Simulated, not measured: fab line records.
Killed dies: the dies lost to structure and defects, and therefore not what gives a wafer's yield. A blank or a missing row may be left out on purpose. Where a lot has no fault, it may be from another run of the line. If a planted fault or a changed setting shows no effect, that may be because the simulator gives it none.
fab line records	flow ritCmos
record lots=6	wafers=18	lastDay=7
route steps=202 shown NRETRO@56 PRETRO@64
lots that met no fault: from a run of the same line without faults
startH: hours from the record's first day to the start of the lot's first wafer shown	waitH: how many hours have passed since the lot's step before this one	" repeats the value in the row above	L1.1+2: several wafers, shown together as one row	- no value, or no start given	* or withheld: withheld	< > ~ a bound
route shown NAME@n: names a module that has steps shown in the file, with the first one's number in the route	usual: average and standard deviation across the fault-free wafers	same: alike in all rows	chamber/n: place in a boat	sites: each site's reading	_std_site: their standard deviation	_edge_site: inner sites' mean taken away from outer sites' mean	radiusMm: for every site, how far away it sits from the centre of the wafer	mask NAME#n: copy n	behind: the most recent tool/chamber to have shaped the wafer	hold: what put the lot on hold/how long, in hours/how the hold closed	device: names the non-switching transistor (n, p or np)	end of line: at the end of the route, the tests of the same wafers	where a step has no rows: the recipe by itself	killed: the dies lost at the first sort to structure and to defects; this is not the yield of the wafer	map: a wafer's dies, marking killed ones x, the rest . and places with no die _
set.NAME: setting as actually run; set.NAME@STEP: the setting as run at that earlier step	model.NAME: the simulator's own value behind a step, which no gauge read
lots at selected steps of the route; one table per step, one row per wafer
services: the hour from which a tool's chamber was out of use, counted from the record's first day as startH (under 0 if before that day), plus the number of hours and why
## steps
# step RIT_NRETRO_EXPOSE_03
# recipe maskId=M4	na=0.57	targetCdNm=43900	doseMj=250
# step RIT_NRETRO_PEB_04
# recipe resist=NOVOLAK	tempC=withheld	timeS=withheld
# step RIT_NRETRO_DEVELOP_05
# recipe resist=NOVOLAK	developTimeS=68	devTempC=23
# step RIT_NRETRO_OVL_MEAS_06
# usual NRETRO_OVL=0.7/1.2
lot.wafer	tool	chamber	startH	waitH	NRETRO_OVL[nm]
L356.1	overlay-02	-	65.00	-	1.0
L356.3	"	-	"	"	0.3
L356.4	"	-	"	"	1.5
L363.1	overlay-01	-	101.73	-	1.9
L363.2	"	-	"	"	1.5
L363.3	"	-	"	"	2.3
L364.2	overlay-02	-	104.61	-	1.6
L364.3	"	-	"	"	1.6
L364.5	"	-	"	"	1.8
L368.2	overlay-01	-	124.91	-	2.4
L368.3	"	-	"	"	1.7
L368.5	"	-	"	"	0.8
L371.3	overlay-02	-	138.88	-	1.2
L371.4	"	-	"	"	2.5
L371.5	"	-	"	"	0.9
L372.1	overlay-01	-	145.28	-	-0.8
L372.2	"	-	"	"	0.1
L372.3	"	-	"	"	0.0
# step RIT_NRETRO_HARDBAKE_07
# recipe resist=NOVOLAK	tempC=140	timeS=120
# step RIT_NRETRO_IMPLANT_08
# recipe species=P	energyKev=70	doseCm2=1e+13	tiltDeg=7
# step RIT_NRETRO_STRIP_09
# recipe chemistry=O2	timeS=180	resist=NOVOLAK	platenTempC=withheld	powerW=500	pressureMtorr=4000	o2FlowSccm=4000
# usual drypumpMotorCurrentA=5.3/0.48
lot.wafer	tool	chamber	startH	waitH	drypumpMotorCurrentA	rfHoursCounterH
L356.1	plasmaAsher-03	0	65.43	0.1	4.7	40
L356.3	"	1	"	"	5.9	-
L356.4	"	0	"	"	4.8	-
L363.1	plasmaAsher-01	1	102.17	0.1	5.5	46
L363.2	"	0	"	"	5.3	46
L363.3	"	0	"	"	5.3	-
L364.2	plasmaAsher-01	0	105.32	0.1	5.3	47
L364.3	"	0	"	"	5.3	-
L364.5	"	0	"	"	5.3	-
L368.2	plasmaAsher-01	1	125.34	0.1	5.5	49
L368.3	"	1	"	"	5.6	-
L368.5	"	0	"	"	5.3	-
L371.3	plasmaAsher-02	0	139.36	0.1	5.7	-
L371.4	"	1	"	"	4.7	-
L371.5	"	1	"	"	4.7	-
L372.1	plasmaAsher-03	0	145.71	0.1	4.7	50
L372.2	"	1	"	"	5.8	50
L372.3	"	0	"	"	4.7	-
# step RIT_NRETRO_TW_MEAS_10
# usual NRETRO_TW=1045/6.2
lot.wafer	tool	chamber	startH	waitH	NRETRO_TW
L356.1	filmMetro-01	-	65.61	0.1	1050
L356.3	"	-	"	"	1055
L356.4	"	-	"	"	1053
L363.1	filmMetro-04	-	102.35	0.1	1054
L363.2	"	-	"	"	1052
L363.3	"	-	"	"	1046
L364.2	filmMetro-04	-	105.51	0.1	1041
L364.3	"	-	"	"	1047
L364.5	"	-	"	"	1047
L368.2	filmMetro-04	-	125.53	0.1	1037
L368.3	"	-	"	"	1032
L368.5	"	-	"	"	1040
L371.3	filmMetro-02	-	139.50	0.1	1053
L371.4	"	-	"	"	1050
L371.5	"	-	"	"	1059
L372.1	filmMetro-01	-	145.89	0.1	1047
L372.2	"	-	"	"	1045
L372.3	"	-	"	"	1045
# step RIT_PRETRO_HMDS_00
# recipe primeTimeS=60	primeTempC=140
# step RIT_PRETRO_COAT_01
# recipe resist=NOVOLAK	spinRpm=2000	resistThkNm=1300
# step RIT_PRETRO_SOFTBAKE_02
# recipe resist=NOVOLAK	tempC=90	timeS=60
# step RIT_PRETRO_EXPOSE_03
# recipe maskId=M5	na=0.57	targetCdNm=43700	doseMj=250
# step RIT_PRETRO_PEB_04
# recipe resist=NOVOLAK	tempC=withheld	timeS=withheld
# usual chillPlateTempC=*	exhaustPa=45.1/0.89	resistLineTempC=*
lot.wafer	tool	chamber	startH	waitH	chillPlateTempC	exhaustPa	resistLineTempC
L356.1	lithoTrack-04	0	66.23	0.1	*	46.0	*
L356.3	"	0	"	"	*	45.4	*
L356.4	"	0	"	"	*	46.6	*
L363.1	lithoTrack-04	0	103.10	0.1	*	46.2	*
L363.2	"	0	"	"	*	45.1	*
L363.3	"	0	"	"	*	44.3	*
L364.2	lithoTrack-02	0	106.27	0.1	*	44.6	*
L364.3	"	0	"	"	*	44.9	*
L364.5	"	0	"	"	*	46.0	*
L368.2	lithoTrack-04	0	126.30	0.1	*	45.5	*
L368.3	"	0	"	"	*	45.7	*
L368.5	"	0	"	"	*	44.3	*
L371.3	lithoTrack-02	-	140.30	0.1	-	-	-
L371.4	"	-	"	"	-	-	-
L371.5	"	-	"	"	-	-	-
L372.1	lithoTrack-01	-	146.52	0.1	-	-	-
L372.2	"	-	"	"	-	-	-
L372.3	"	-	"	"	-	-	-
# step RIT_PRETRO_DEVELOP_05
# recipe resist=NOVOLAK	developTimeS=68	devTempC=23
## services
tool	chamber	startH	hours	kind
plasmaAsher-02	-	112.24	1.4	repair
plasmaAsher-02	-	136.57	2.0	repair
## key
firstSign step=RIT_PRETRO_PEB_04	reading=toolRecord	direction=missing
effect none on later readings
metAt RIT_PRETRO_PEB_04
struckWafers L371.3,L371.4,L371.5,L372.1,L372.2,L372.3
sortLeftOut L371.3,L371.4,L371.5,L372.1,L372.2,L372.3
testerLeftOut L371,L372
onsetBetween 106.27 140.30
fault kind=skippedStepWhole	tool=lithoTrack-01,lithoTrack-02	chamber=-	onsetH=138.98	steps=RIT_PRETRO_PEB_04	scope=struckLotsOnly
# testerLeftOut: of these lots the tester's yield and bins aren't shown, on N5 and GAA mostly nor the transistor test; their killed dies are dies lost to structure and defects alone, not to doping, threshold or leakage, so they don't give the yield
# sortLeftOut: the simulated sort isn't trusted on such a fault, so these wafers' sort isn't shown, and their yield isn't known
